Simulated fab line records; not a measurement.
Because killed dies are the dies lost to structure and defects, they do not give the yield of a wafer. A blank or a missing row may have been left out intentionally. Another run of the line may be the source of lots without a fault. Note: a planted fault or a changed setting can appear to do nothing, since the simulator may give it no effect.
Chamber matching :: flow berkeley cmos170 :: UCB170_V2_CVD_00 on pecvd-04: 3 sister chambers
The step deposits SiO2 from TEOS/O2, target thk 2000 nm, time 250 s. 6 wafers are shown with their chamber, then 7 later ones without.

## WAFERS PAIRED WITH THEIR CHAMBERS
wafer: L199.2
chamber: 2
heater power w (W): 280

wafer: L206.6
chamber: 0
heater power w (W): 247

wafer: L209.1
chamber: 0
heater power w (W): 328

wafer: L209.5
chamber: 2
heater power w (W): 271

wafer: L212.3
chamber: 1
heater power w (W): 320

wafer: L212.4
chamber: 1
heater power w (W): 252

## WAFERS WHOSE CHAMBER IS MISSING
wafer: L212.5
heater power w (W): 193

wafer: L210.1
heater power w (W): 209

wafer: L210.2
heater power w (W): 349

wafer: L210.5
heater power w (W): 244

wafer: L215.2
heater power w (W): 271

wafer: L215.3
heater power w (W): 342

wafer: L215.6
heater power w (W): 197

## CHAMBER TAKEN BY EACH
wafer: L212.5
from the rows above: can't be placed: 2 or 1 or 0
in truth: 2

wafer: L210.1
from the rows above: can't be placed: 2 or 1 or 0
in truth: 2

wafer: L210.2
from the rows above: can't be placed: 0 or 1 or 2
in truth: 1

wafer: L210.5
from the rows above: can't be placed: 2 or 1 or 0
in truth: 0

wafer: L215.2
from the rows above: can't be placed: 2 or 1 or 0
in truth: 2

wafer: L215.3
from the rows above: can't be placed: 0 or 1 or 2
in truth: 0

wafer: L215.6
from the rows above: can't be placed: 2 or 1 or 0
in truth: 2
Placed correctly: 0 of 7. Cannot be placed on the basis of these rows: 7; the candidates contain the true chamber in 7. Number placed wrongly: 0.
How it was worked out, from the rows above alone: a wafer's distance from a chamber is the root of the sum, over the readings, of the square of ((its reading less the chamber's mean) divided by the reading's scatter). If the next closest chamber is less than 2 further off than the closest, the wafer can't be placed; otherwise it belongs to the closest. Each chamber's mean is taken over the wafers shown for it. The scatter: take each reading less its chamber's mean, square it, sum over the shown wafers, divide by the number of wafers less the number of chambers, and take the root.
